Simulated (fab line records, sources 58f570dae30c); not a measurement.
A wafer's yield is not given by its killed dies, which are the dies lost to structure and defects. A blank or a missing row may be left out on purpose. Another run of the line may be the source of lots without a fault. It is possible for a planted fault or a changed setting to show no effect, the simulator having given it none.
Matching of chambers	flow berkeley_cmos170	UCB170_M1_ETCH_11 on rie_diel-02 has 4 sister chambers
The step etches BARC in N2/H2. 14 wafers are shown with their chamber, then 7 later ones without.

== WAFERS PAIRED WITH THEIR CHAMBERS ==
wafer	chamber	throttle_valve_pct (%)	oes_product_au (a.u.)
L499.4	3	13.12	1.006
L499.5	0	13.56	0.975
L499.6	1	13.44	1.020
L502.3	3	13.13	1.021
L502.4	2	13.39	0.964
L502.6	1	13.42	1.027
L507.4	0	13.56	0.984
L507.5	3	13.13	1.011
L507.6	0	13.58	0.992
L511.2	3	13.12	1.005
L511.3	0	13.56	0.985
L511.4	2	13.42	0.963
L515.3	0	13.56	0.999
L515.4	1	13.44	1.043

SIGNATURES (means of the wafers above)
reading	chamber 0	chamber 1	chamber 2	chamber 3	scatter within a chamber
throttle_valve_pct	13.5640	13.4333	13.4050	13.1250	0.0107
oes_product_au	0.98700	1.03000	0.96350	1.01075	0.00875
Rule: for a wafer and a chamber, the distance is found by dividing, reading by reading, the gap between the wafer's reading and the chamber's mean by the reading's scatter, squaring, summing and taking the root. If the next closest chamber is less than 2 further off than the closest, the wafer can't be placed; otherwise it belongs to the closest. The scatter: take each reading less its chamber's mean, square it, sum over the shown wafers, divide by the number of wafers less the number of chambers, and take the root.

== WAFERS WITH NO CHAMBER GIVEN ==
wafer	throttle_valve_pct (%)	oes_product_au (a.u.)
L515.5	13.43	1.030
L517.1	13.43	1.027
L517.4	13.57	0.986
L517.6	13.40	0.974
L520.4	13.41	0.982
L520.5	13.42	1.027
L520.6	13.40	0.967

== CHAMBER TAKEN BY EACH ==
wafer	from the rows above	in truth
L515.5	1	1
L517.1	1	1
L517.4	0	0
L517.6	2	2
L520.4	2	2
L520.5	1	1
L520.6	2	2
7 of 7 placed correctly. From these rows, 0 cannot be placed. Number placed wrongly: 0.
